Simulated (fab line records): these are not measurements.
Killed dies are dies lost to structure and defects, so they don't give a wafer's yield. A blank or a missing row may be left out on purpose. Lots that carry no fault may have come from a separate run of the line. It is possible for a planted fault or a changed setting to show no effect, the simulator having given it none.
Split-lot study | flow berkeley-cmos170 | on a route of 331 steps: 5 lots, 23 wafers read

## THE SPLIT ITSELF
At UCB170_NVT_COAT_01 (resist thk 900 nm), the setting resist-thk-nm was moved away from the recipe's 900 nm on 7 of the 23 wafers read, by -5.6% to -3.0%. The other wafers ran this setting at the recipe's value.

The reading comes from the split's own step.

## THE READING
KrF_of_NVT_COAT_01.thk-nm (the simulator's own value, which no gauge read), in nm, at UCB170_NVT_COAT_01 (resist thk 900 nm). The file does not state a usual value for it. Average 900.9 nm, standard deviation 3.3 nm, over the 16 wafers here run with the recipe.

wafer  | tool, chamber at the split | resist-thk-nm as run, nm | against the recipe | KrF_of_NVT_COAT_01.thk-nm, nm | against lot-mates on the recipe
L074.1 | litho-track-02, 0          | 900                      | recipe             | 904.2                         | -
L074.2 | litho-track-02, 0          | 900                      | recipe             | 902.8                         | -
L074.3 | litho-track-02, 0          | 855                      | -5.0%              | 856.1                         | -46.7
L074.5 | litho-track-02, 0          | 855                      | -5.0%              | 855.4                         | -47.4
L074.6 | litho-track-02, 0          | 900                      | recipe             | 901.3                         | -
L076.2 | litho-track-02, 0          | 900                      | recipe             | 902.9                         | -
L076.3 | litho-track-02, 0          | 900                      | recipe             | 902.2                         | -
L076.4 | litho-track-02, 0          | 900                      | recipe             | 900.8                         | -
L076.5 | litho-track-02, 0          | 900                      | recipe             | 904.9                         | -
L076.6 | litho-track-02, 0          | 900                      | recipe             | 904.6                         | -
L083.1 | litho-track-02, 0          | 849.6                    | -5.6%              | 850.1                         | -50.0
L083.3 | litho-track-02, 0          | 900                      | recipe             | 901.3                         | -
L083.4 | litho-track-02, 0          | 900                      | recipe             | 898.8                         | -
L083.5 | litho-track-02, 0          | 849.6                    | -5.6%              | 848                           | -52.1
L083.6 | litho-track-02, 0          | 900                      | recipe             | 900.1                         | -
L084.1 | litho-track-03, 0          | 900                      | recipe             | 896.3                         | -
L084.3 | litho-track-03, 0          | 900                      | recipe             | 893.4                         | -
L084.6 | litho-track-03, 0          | 900                      | recipe             | 895.5                         | -
L085.1 | litho-track-04, 0          | 872.8                    | -3.0%              | 876.1                         | -26.7
L085.2 | litho-track-04, 0          | 872.8                    | -3.0%              | 876.4                         | -26.4
L085.4 | litho-track-04, 0          | 872.8                    | -3.0%              | 876.8                         | -26.0
L085.5 | litho-track-04, 0          | 900                      | recipe             | 904.4                         | -
L085.6 | litho-track-04, 0          | 900                      | recipe             | 901.2                         | -

THE FIT
A straight line over all 23 wafers: KrF_of_NVT_COAT_01.thk-nm changes by +9 nm for each +1% of resist-thk-nm; r = +0.99; the points scatter about the line by 3.1 nm.
The same after taking each lot's own level away (the mean of its wafers on the recipe; 23 wafers): +9.16 nm for each +1%; r = +1.00; scatter 1.4 nm.
On that fit, the largest move of resist-thk-nm shifts the reading by 51 nm.
The lots' own levels span 895.07 to 903.08 nm, that is 2.4 times the standard deviation above.
The two slopes are in agreement: the lot-to-lot level therefore moves the slope only a little.
Check: -51.6 nm against its lot-mates is what the line predicts for one of the wafers moved furthest among these (-5.6%) when that wafer is left out of the fit. Against them it came out at -50 nm.

## THE OTHER SPLITS THESE WAFERS WENT THROUGH
Note: prior to the reading, these wafers also went through further splits. Each is held against what the fit with the lots' levels taken away leaves over:
other split on the same wafers      | wafers away from the commonest value | r with KrF_of_NVT_COAT_01.thk-nm (lot level and that fit taken away)
UCB170_ZERO_COAT_01 spin-rpm        | 5                                    | -0.08
UCB170_ZERO_EXPOSE_03 dose-mj       | 7                                    | +0.00
UCB170_NWELL_CVD_04 pressure-mtorr  | 18                                   | +0.26
UCB170_PWELL_COAT_08 resist-thk-nm  | 7                                    | -0.01
UCB170_PWELL_ETCH_14 time-s         | 8                                    | +0.03
UCB170_SACOX_OXIDATION_01 ox-time-s | 15                                   | +0.14

## THE WHOLE CHAIN: every reading that the file lists as answering this split, in the file's order
step                | what it does      | reading                                                                    | change (the file's fit)              | r (the file's)
UCB170_NVT_COAT_01  | resist thk 900 nm | KrF_of_NVT_COAT_01.thk-nm (the simulator's own value, which no gauge read) | +9.17 nm for each +1% of the setting | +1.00
UCB170_NVT_STRIP_08 | strips in O2      | strip-time-to-endpoint-s                                                   | withheld for each +1% of the setting | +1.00

## FILE'S OWN FIT
KrF_of_NVT_COAT_01.thk-nm changes by +9.17 nm for each +1% of resist-thk-nm, r = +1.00.
